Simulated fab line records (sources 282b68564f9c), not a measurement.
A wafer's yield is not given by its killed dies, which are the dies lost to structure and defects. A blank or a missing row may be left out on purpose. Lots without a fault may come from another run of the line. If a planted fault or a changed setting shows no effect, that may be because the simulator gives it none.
fab line records	flow rit-cmos
[record] lots = 14	wafers = 42	last-day = 7
route steps=202 shown NLDD@111 M1@202
lots that met no fault: taken from a fault-free run of the same line
start-h: the number of hours between the record's first day and the start of the first shown wafer of the lot	wait-h: time in hours since the lot's previous step	" as in the row above	L1.1+2: a row that stands for several wafers	- no value, or no start was given	* or withheld: withheld	< > ~ a bound
route shown NAME@n: names a module that has steps shown in the file, with the first one's number in the route	usual: mean/standard deviation taken from wafers without a fault	same: alike in all rows	chamber/n: place in a boat	sites: the reading at each site	_std_site: how widely they spread, as a standard deviation	_edge_site: mean of outer sites minus mean of inner sites	radius-mm: how far each site lies from the wafer's centre	mask NAME#n: copy n	behind: the tool/chamber that last shaped the wafer	hold: why the lot was held/for how many hours/how that ended	device: the n, p or np transistor that did not switch	end of line: tests run on the same wafers once the route is complete	step lacking rows: just its recipe	killed: not the wafer's yield, but the dies lost to structure and defects at the first sort	map: shows each die of a wafer: x if killed, . if not, _ if none is there
set.NAME: setting as actually run; set.NAME@STEP: the setting as run at that earlier step	model.NAME: the simulator's own value behind a step, which no gauge read
route steps across a sampled set of lots; one table per step, one row per wafer
services: a tool's chamber out of use, with start hour (start-h, from the record's first day; less than 0 if before it), hours out, and reason
[[steps]]
[step RIT_NLDD_IMPLANT_08]
[recipe] species = P	energy-kev = 20	dose-cm2 = 5e+14	tilt-deg = 7
[usual] beam-on-s = 9.98/0.21	end-station-pressure-torr = 6.23e-06/2.9e-07	faraday-current-uA = 1575/33
lot.wafer	tool	chamber	start-h	wait-h	beam-on-s	end-station-pressure-torr	faraday-current-uA
L891.2	implanter-01	0	50.72	0.1	9.81	6.24e-06	1597
L891.4	"	0	"	"	9.60	6.06e-06	1629
L891.6	"	0	"	"	9.63	6.39e-06	1634
L893.2	implanter-01	0	56.82	0.1	10.02	6.52e-06	1576
L893.4	"	0	"	"	10.26	6.27e-06	1528
L893.5	"	0	"	"	10.08	6.36e-06	1561
L894.1	implanter-03	0	58.70	0.1	9.75	5.92e-06	1602
L894.2	"	0	"	"	9.94	6.45e-06	1586
L894.5	"	0	"	"	9.82	6.09e-06	1596
L895.3	implanter-02	0	63.04	0.1	10.20	6.16e-06	1550
L895.4	"	0	"	"	10.01	6.51e-06	1572
L895.5	"	0	"	"	9.95	6.07e-06	1589
L897.2	implanter-02	0	72.48	0.1	9.99	5.61e-06	1575
L897.3	"	0	"	"	10.14	6e-06	1549
L897.6	"	0	"	"	9.91	6.66e-06	1588
L899.3	implanter-02	0	82.04	0.1	9.95	5.8e-06	1567
L899.5	"	0	"	"	9.79	6.43e-06	1610
L899.6	"	0	"	"	9.83	6.01e-06	1600
L901.3	implanter-01	0	91.60	0.1	10.02	6.38e-06	1561
L901.4	"	0	"	"	10.18	6.41e-06	1546
L901.5	"	0	"	"	9.82	5.86e-06	1601
L902.2	implanter-02	0	97.18	0.1	10.02	6.58e-06	1566
L902.4	"	0	"	"	9.82	6.1e-06	1603
L902.6	"	0	"	"	9.91	6.51e-06	1585
L905.2	implanter-03	0	110.77	0.1	9.84	6.43e-06	1595
L905.4	"	0	"	"	9.47	6.33e-06	1665
L905.5	"	0	"	"	9.98	6.15e-06	1575
L908.3	implanter-02	0	125.91	0.1	14.25	6.17e-06	1106
L908.5	"	0	"	"	14.24	6.01e-06	1103
L908.6	"	0	"	"	14.34	5.7e-06	1094
L910.1	implanter-02	0	136.77	0.1	14.52	6.64e-06	1076
L910.2	"	0	"	"	14.33	6.21e-06	1097
L910.3	"	0	"	"	14.53	5.92e-06	1086
L911.1	implanter-01	0	140.88	0.1	9.75	5.61e-06	1610
L911.3	"	0	"	"	10.08	6.02e-06	1556
L911.4	"	0	"	"	10.01	5.72e-06	1574
L912.1	implanter-03	0	147.28	0.1	9.80	6.09e-06	1593
L912.3	"	0	"	"	9.98	6.06e-06	1579
L912.4	"	0	"	"	9.96	6.25e-06	1581
L914.1	implanter-03	0	156.84	0.1	9.63	6.58e-06	1631
L914.2	"	0	"	"	9.67	5.77e-06	1625
L914.4	"	0	"	"	9.74	6.39e-06	1620
[step RIT_NLDD_TW_MEAS_10]
[usual] NLDD_TW = 2488/21
lot.wafer	tool	chamber	start-h	wait-h	hold	NLDD_TW
L891.2	film-metro-02	-	51.03	0.1	-	2503
L891.4	"	-	"	"	-	2497
L891.6	"	-	"	"	-	2496
L893.2	film-metro-02	-	57.13	0.1	-	2505
L893.4	"	-	"	"	-	2503
L893.5	"	-	"	"	-	2507
L894.1	film-metro-02	-	59.03	0.1	-	2509
L894.2	"	-	"	"	-	2504
L894.5	"	-	"	"	-	2505
L895.3	film-metro-02	-	63.33	0.1	-	2485
L895.4	"	-	"	"	-	2492
L895.5	"	-	"	"	-	2496
L897.2	film-metro-03	-	72.79	0.1	-	2496
L897.3	"	-	"	"	-	2497
L897.6	"	-	"	"	-	2501
L899.3	film-metro-01	-	82.34	0.1	-	2470
L899.5	"	-	"	"	-	2470
L899.6	"	-	"	"	-	2470
L901.3	film-metro-01	-	91.89	0.1	-	2471
L901.4	"	-	"	"	-	2459
L901.5	"	-	"	"	-	2464
L902.2	film-metro-02	-	97.49	0.1	-	2513
L902.4	"	-	"	"	-	2508
L902.6	"	-	"	"	-	2520
L905.2	film-metro-03	-	111.08	0.1	-	2488
L905.4	"	-	"	"	-	2488
L905.5	"	-	"	"	-	2494
L908.3	film-metro-03	-	126.21	0.1	await-dispo/0.2h/release	2727
L908.5	"	-	"	"	await-dispo/0.2h/release	2718
L908.6	"	-	"	"	await-dispo/0.2h/release	2731
L908.3	film-metro-03	-	126.43	0.2	-	2720
L908.5	"	-	"	"	-	2739
L908.6	"	-	"	"	-	2735
L910.1	film-metro-02	-	137.10	0.1	await-dispo/0.2h/release	2756
L910.2	"	-	"	"	await-dispo/0.2h/release	2765
L910.3	"	-	"	"	await-dispo/0.2h/release	2755
L910.1	film-metro-02	-	137.33	0.2	-	2762
L910.2	"	-	"	"	-	2757
L910.3	"	-	"	"	-	2747
L911.1	film-metro-01	-	141.21	0.1	-	2482
L911.3	"	-	"	"	-	2484
L911.4	"	-	"	"	-	2476
L912.1	film-metro-01	-	147.61	0.1	-	2461
L912.3	"	-	"	"	-	2470
L912.4	"	-	"	"	-	2461
L914.1	film-metro-01	-	157.17	0.1	-	2462
L914.2	"	-	"	"	-	2459
L914.4	"	-	"	"	-	2462
[step RIT_SDANNEAL_RS_MEAS_07]
[recipe] thk-meas-gauge = four-point-probe
[usual] NLDD_RS = 151.4/0.56
lot.wafer	tool	chamber	start-h	wait-h	hold	NLDD_RS[ohm/sq]
L891.2	film-metro-03	-	58.97	0.1	-	151.1
L891.4	"	-	"	"	-	151.2
L891.6	"	-	"	"	-	151.5
L893.2	film-metro-01	-	65.34	0.1	-	151.4
L893.4	"	-	"	"	-	151.3
L893.5	"	-	"	"	-	151.0
L894.1	film-metro-01	-	66.94	0.1	-	151.5
L894.2	"	-	"	"	-	151.6
L894.5	"	-	"	"	-	151.8
L895.3	film-metro-01	-	71.41	0.1	-	151.2
L895.4	"	-	"	"	-	151.9
L895.5	"	-	"	"	-	150.9
L897.2	film-metro-02	-	80.67	0.1	-	151.2
L897.3	"	-	"	"	-	150.9
L897.6	"	-	"	"	-	151.5
L899.3	film-metro-02	-	90.24	0.1	-	150.9
L899.5	"	-	"	"	-	150.7
L899.6	"	-	"	"	-	150.6
L901.3	film-metro-02	-	99.76	0.1	-	151.3
L901.4	"	-	"	"	-	152.6
L901.5	"	-	"	"	-	151.9
L902.2	film-metro-02	-	105.37	0.1	-	151.6
L902.4	"	-	"	"	-	152.4
L902.6	"	-	"	"	-	152.7
L905.2	film-metro-01	-	120.06	0.1	-	151.6
L905.4	"	-	"	"	-	152.0
L905.5	"	-	"	"	-	151.6
L908.3	film-metro-02	-	137.07	0.2	await-dispo/0.2h/release	113.4
L908.5	"	-	"	"	await-dispo/0.2h/release	113.6
L908.6	"	-	"	"	await-dispo/0.2h/release	113.4
L908.3	film-metro-02	-	137.35	0.3	-	113.4
L908.5	"	-	"	"	-	113.9
L908.6	"	-	"	"	-	113.6
L910.1	film-metro-02	-	147.67	0.1	await-dispo/0.2h/release	112.9
L910.2	"	-	"	"	await-dispo/0.2h/release	113.4
L910.3	"	-	"	"	await-dispo/0.2h/release	113.3
L910.1	film-metro-02	-	147.96	0.3	-	113.2
L910.2	"	-	"	"	-	113.1
L910.3	"	-	"	"	-	113.4
L911.1	film-metro-01	-	149.56	0.1	-	152.0
L911.3	"	-	"	"	-	151.6
L911.4	"	-	"	"	-	152.2
L912.1	film-metro-03	-	155.39	0.1	-	150.6
L912.3	"	-	"	"	-	150.6
L912.4	"	-	"	"	-	151.3
L914.1	film-metro-02	-	165.14	0.1	-	151.5
L914.2	"	-	"	"	-	151.7
L914.4	"	-	"	"	-	151.8
[step RIT_M1_PROBE_99]
[usual] defect-limited-yield = 97.5/1.2	killed_at_M0_to_M3 = 0.0/0.083	killed-at-contacts = 0.0/0.22	killed-at-front-end = 7/3.2	killed-dies = 7/3.2	killed-on-rim = 1.7/1.3	killed-open = 3.2/2.1	killed-short = 3.5/2.2	sort_bin_3_pad_short = 0.1/0.24	sort_bin_5_function = 1.5/0.83	sort_bin_6_memory = 1.0/0.65	sort-n-pass = 257/3.2	sort-yield-pct = 97.5/1.2
[same] gross-dies = 264	killed_at_M4_up = 0	killed-at-back-side = 0	killed-at-other = 0
lot.wafer	tool	chamber	start-h	wait-h	defect-limited-yield[%]	killed_at_M0_to_M3	killed-at-contacts	killed-at-front-end	killed-dies	killed-on-rim	killed-open	killed-short	sort_bin_3_pad_short[%]	sort_bin_5_function[%]	sort_bin_6_memory[%]	sort-n-pass	sort-yield-pct[%]
L891.2	prober-02	-	66.19	0.1	95.5	0	0	12	12	4	10	2	0	2.7	1.9	252	95.5
L891.4	prober-02	-	66.29	0.2	97.0	0	0	8	8	1	4	4	0	1.5	1.5	256	97.0
L891.6	prober-02	-	66.39	0.2	96.2	0	0	10	10	3	4	6	0.8	1.5	1.5	254	96.2
L893.2	prober-02	-	72.37	0.1	97.3	0	0	7	7	2	3	4	0	0.8	1.9	257	97.3
L893.4	prober-02	-	72.47	0.2	98.5	0	0	4	4	0	2	2	0.4	1.1	0	260	98.5
L893.5	prober-02	-	72.52	0.2	97.3	0	0	7	7	3	1	6	0	1.5	1.1	257	97.3
L894.1	prober-01	-	74.26	0.1	97.0	0	0	8	8	2	2	6	0.8	1.1	1.1	256	97.0
L894.2	prober-01	-	74.31	0.1	97.0	1	0	7	8	4	3	5	0	2.7	0.4	256	97.0
L894.5	prober-01	-	74.46	0.2	97.0	0	0	8	8	3	2	6	0.4	1.9	0.8	256	97.0
L895.3	prober-02	-	78.48	0.2	97.7	0	0	6	6	1	4	2	0	1.5	0.8	258	97.7
L895.4	prober-02	-	78.53	0.2	96.2	0	0	10	10	3	2	8	0.4	2.3	1.1	254	96.2
L895.5	prober-02	-	78.58	0.2	98.1	0	0	5	5	2	2	3	0	1.1	0.8	259	98.1
L897.2	prober-02	-	87.74	0.1	97.3	0	0	7	7	1	3	4	0	1.9	0.8	257	97.3
L897.3	prober-02	-	87.79	0.2	98.5	0	0	4	4	0	1	3	0	1.5	0	260	98.5
L897.6	prober-02	-	87.94	0.2	97.3	0	0	7	7	2	3	4	0	0.8	1.9	257	97.3
L899.3	prober-02	-	97.72	0.2	97.7	0	0	6	6	3	5	1	0	1.5	0.8	258	97.7
L899.5	prober-02	-	97.82	0.2	98.1	0	0	5	5	1	4	1	0	1.5	0.4	259	98.1
L899.6	prober-02	-	97.87	0.2	97.3	0	0	7	7	2	4	3	0	1.5	1.1	257	97.3
L901.3	prober-02	-	106.88	0.2	98.5	0	0	4	4	0	3	1	0	1.5	0	260	98.5
L901.4	prober-02	-	106.93	0.2	97.3	0	0	7	7	3	3	4	0	0.8	1.9	257	97.3
L901.5	prober-02	-	106.98	0.2	97.0	0	0	8	8	2	3	5	0	1.5	1.5	256	97.0
L902.2	prober-01	-	113.52	0.1	96.6	0	0	9	9	1	4	5	0	3.0	0.4	255	96.6
L902.4	prober-01	-	113.62	0.2	95.8	0	1	10	11	3	7	4	0	2.7	1.5	253	95.8
L902.6	prober-01	-	113.72	0.2	95.1	0	0	13	13	3	4	9	0	1.9	3.0	251	95.1
L905.2	prober-02	-	128.13	0.1	94.7	0	0	14	14	3	9	5	0	3.8	1.5	250	94.7
L905.4	prober-02	-	128.23	0.2	97.7	0	0	6	6	2	5	1	0	1.1	1.1	258	97.7
L905.5	prober-02	-	128.28	0.2	95.5	0	1	11	12	3	6	6	0.8	1.9	1.9	252	95.5
L911.1	prober-02	-	156.74	0.1	96.2	0	0	10	10	2	7	3	0	3.0	0.8	254	96.2
L911.3	prober-02	-	156.84	0.2	98.5	0	0	4	4	0	1	3	0	0.8	0.8	260	98.5
L911.4	prober-02	-	156.89	0.2	98.5	0	0	4	4	1	3	1	0.4	0.8	0.4	260	98.5
L912.1	prober-01	-	162.40	0.1	98.1	0	0	5	5	0	3	2	0	1.5	0.4	259	98.1
L912.3	prober-01	-	162.50	0.2	97.7	0	0	6	6	1	4	2	0	1.5	0.8	258	97.7
L912.4	prober-01	-	162.55	0.2	98.9	0	0	3	3	1	2	1	0	0.8	0.4	261	98.9
L914.1	prober-01	-	173.60	0.1	100.0	0	0	0	0	0	0	0	0	0	0	264	100.0
L914.2	prober-01	-	173.65	0.1	95.1	0	0	13	13	4	3	10	0	3.0	1.9	251	95.1
L914.4	prober-01	-	173.75	0.2	96.6	0	0	9	9	2	5	3	0	2.3	1.1	255	96.6
// killed by level:class
L891.2 GATE:geometric-particle:open=3 REOX:geometric-particle:open=2 SPACER:geometric-particle:open=2 SILICIDE:geometric-particle:short=2 SILICIDE:geometric-particle:open=2 FOX1:geometric-particle:open=1
L891.4 GATE:geometric-particle:short=3 GATE:geometric-particle:open=3 FOX1:geometric-particle:short=1 SPACER:geometric-particle:open=1
L891.6 GATE:geometric-particle:open=4 GATE:geometric-particle:short=4 FOX1:geometric-particle:short=1 REOX:geometric-particle:short=1
L893.2 GATE:geometric-particle:open=2 GATE:geometric-particle:short=2 FOX1:geometric-particle:short=1 SILICIDE:geometric-particle:short=1 SILICIDE:geometric-particle:open=1
L893.4 FOX1:geometric-particle:open=1 GATE:geometric-particle:short=1 SPACER:geometric-particle:open=1 SILICIDE:geometric-particle:short=1
L893.5 FOX2:geometric-particle:short=3 GATE:geometric-particle:short=2 GATE:geometric-particle:open=1 SILICIDE:geometric-particle:short=1
L894.1 SILICIDE:geometric-particle:short=3 GATE:geometric-particle:short=2 FOX1:geometric-particle:short=1 FOX1:geometric-particle:open=1 GATE:geometric-particle:open=1
L894.2 GATE:geometric-particle:short=2 SPACER:geometric-particle:short=2 FOX1:geometric-particle:open=1 GATE:geometric-particle:open=1 M1:geometric-particle:open=1 SILICIDE:geometric-particle:short=1
L894.5 GATE:geometric-particle:short=2 SPACER:geometric-particle:short=2 SILICIDE:geometric-particle:short=2 FOX2:geometric-particle:open=1 SPACER:geometric-particle:open=1
L895.3 GATE:geometric-particle:open=4 GATE:geometric-particle:short=1 SPACER:geometric-particle:short=1
L895.4 GATE:geometric-particle:short=5 SPACER:geometric-particle:short=3 FOX1:geometric-particle:open=1 SPACER:geometric-particle:open=1
L895.5 GATE:geometric-particle:short=2 FOX2:geometric-particle:short=1 GATE:geometric-particle:open=1 SPACER:geometric-particle:open=1
L897.2 GATE:geometric-particle:open=2 GATE:geometric-particle:short=2 REOX:geometric-particle:short=1 SILICIDE:geometric-particle:open=1 SILICIDE:geometric-particle:short=1
L897.3 FOX1:geometric-particle:open=1 GATE:geometric-particle:short=1 REOX:geometric-particle:short=1 SILICIDE:geometric-particle:short=1
L897.6 FOX1:geometric-particle:short=1 FOX2:geometric-particle:open=1 GATE:geometric-particle:short=1 GATE:geometric-particle:open=1 REOX:geometric-particle:short=1 SPACER:geometric-particle:short=1 SILICIDE:geometric-particle:open=1
L899.3 GATE:geometric-particle:open=2 SILICIDE:geometric-particle:open=2 FOX1:geometric-particle:open=1 REOX:geometric-particle:short=1
L899.5 SPACER:geometric-particle:open=2 FOX1:geometric-particle:open=1 GATE:geometric-particle:open=1 REOX:geometric-particle:short=1
L899.6 GATE:geometric-particle:open=3 GATE:geometric-particle:short=2 FOX1:geometric-particle:open=1 REOX:geometric-particle:short=1
L901.3 FOX2:geometric-particle:open=1 GATE:geometric-particle:open=1 GATE:geometric-particle:short=1 SPACER:geometric-particle:open=1
L901.4 GATE:geometric-particle:short=2 REOX:geometric-particle:open=2 FOX1:geometric-particle:short=1 FOX2:geometric-particle:open=1 REOX:geometric-particle:short=1
L901.5 SILICIDE:geometric-particle:short=3 GATE:geometric-particle:short=1 GATE:geometric-particle:open=1 REOX:geometric-particle:short=1 SPACER:geometric-particle:open=1 SILICIDE:geometric-particle:open=1
L902.2 SPACER:geometric-particle:short=3 FOX1:geometric-particle:open=1 FOX2:geometric-particle:open=1 GATE:geometric-particle:short=1 REOX:geometric-particle:open=1 SPACER:geometric-particle:open=1 SILICIDE:geometric-particle:short=1
L902.4 REOX:geometric-particle:open=3 SPACER:geometric-particle:open=2 FOX1:geometric-particle:short=1 FOX1:geometric-particle:open=1 FOX2:geometric-particle:short=1 GATE:geometric-particle:short=1 SPACER:geometric-particle:short=1 CONTACT:geometric-particle:open=1
L902.6 FOX1:geometric-particle:short=2 REOX:geometric-particle:short=2 SPACER:geometric-particle:short=2 SILICIDE:geometric-particle:open=2 FOX2:geometric-particle:short=1 FOX2:geometric-particle:open=1 GATE:geometric-particle:short=1 SPACER:geometric-particle:open=1
L905.2 GATE:geometric-particle:open=4 REOX:geometric-particle:short=2 SPACER:geometric-particle:short=2 SILICIDE:geometric-particle:open=2 ACTIVE:geometric-particle:open=1 GATE:geometric-particle:short=1 FOX2:geometric-particle:open=1 REOX:geometric-particle:open=1
L905.4 FOX1:geometric-particle:open=1 FOX2:geometric-particle:open=1 GATE:geometric-particle:open=1 REOX:geometric-particle:open=1 REOX:geometric-particle:short=1 SILICIDE:geometric-particle:open=1
L905.5 GATE:geometric-particle:short=3 REOX:geometric-particle:open=2 FOX1:geometric-particle:open=1 FOX2:geometric-particle:open=1 GATE:geometric-particle:open=1 REOX:geometric-particle:short=1 SILICIDE:geometric-particle:short=1 SILICIDE:geometric-particle:open=1
L911.1 GATE:geometric-particle:open=3 GATE:geometric-particle:short=2 SPACER:geometric-particle:open=2 FOX1:geometric-particle:open=1 FOX2:geometric-particle:open=1 SPACER:geometric-particle:short=1
L911.3 FOX1:geometric-particle:short=1 GATE:geometric-particle:short=1 SPACER:geometric-particle:short=1 SPACER:geometric-particle:open=1
L911.4 FOX1:geometric-particle:open=2 GATE:geometric-particle:open=1 SPACER:geometric-particle:short=1
L912.1 GATE:geometric-particle:short=2 FOX1:geometric-particle:open=1 FOX2:geometric-particle:open=1 GATE:geometric-particle:open=1
L912.3 FOX2:geometric-particle:open=2 GATE:geometric-particle:open=1 SPACER:geometric-particle:short=1 SPACER:geometric-particle:open=1 SILICIDE:geometric-particle:short=1
L912.4 FOX2:geometric-particle:open=2 SPACER:geometric-particle:short=1
L914.2 GATE:geometric-particle:short=7 GATE:geometric-particle:open=2 FOX1:geometric-particle:short=1 REOX:geometric-particle:short=1 SPACER:geometric-particle:open=1 SILICIDE:geometric-particle:short=1
L914.4 GATE:geometric-particle:open=5 GATE:geometric-particle:short=2 REOX:geometric-particle:short=1 ACTIVE:coat-microbubble-printed=1
[[services]]
tool	chamber	start-h	hours	kind
implanter-01	-	83.52	4.2	pm
[[key]]
[first-sign] step = RIT_NLDD_IMPLANT_08	reading = beam-on-s	direction = up	sigmas = 21	usual = 9.98	struck = 14.37
[effect] step = RIT_NLDD_IMPLANT_08	reading = faraday-current-uA	direction = down	sigmas = 14	usual = 1575	struck = 1094
[effect] step = RIT_NLDD_TW_MEAS_10	reading = visit	direction = added
[effect] step = RIT_NLDD_TW_MEAS_10	reading = NLDD_TW	direction = up	sigmas = 12	usual = 2488	struck = 2742
[effect] step = RIT_SDANNEAL_RS_MEAS_07	reading = NLDD_RS	direction = down	sigmas = 68	usual = 151.4	struck = 113.3
met-at RIT_NLDD_IMPLANT_08
struck-lots L908,L910
scrapped-behind RIT_SDANNEAL_RS_MEAS_07 L908.3,L908.5,L908.6,L910.1,L910.2,L910.3
onset-between 97.18 125.91
[fault] kind = process-parameter-drift	tool = implanter-02	chamber = -	onset-h = 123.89	steps = RIT_NLDD_IMPLANT_08	channel = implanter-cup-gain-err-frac	offset = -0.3	shape = step	end-h = 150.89
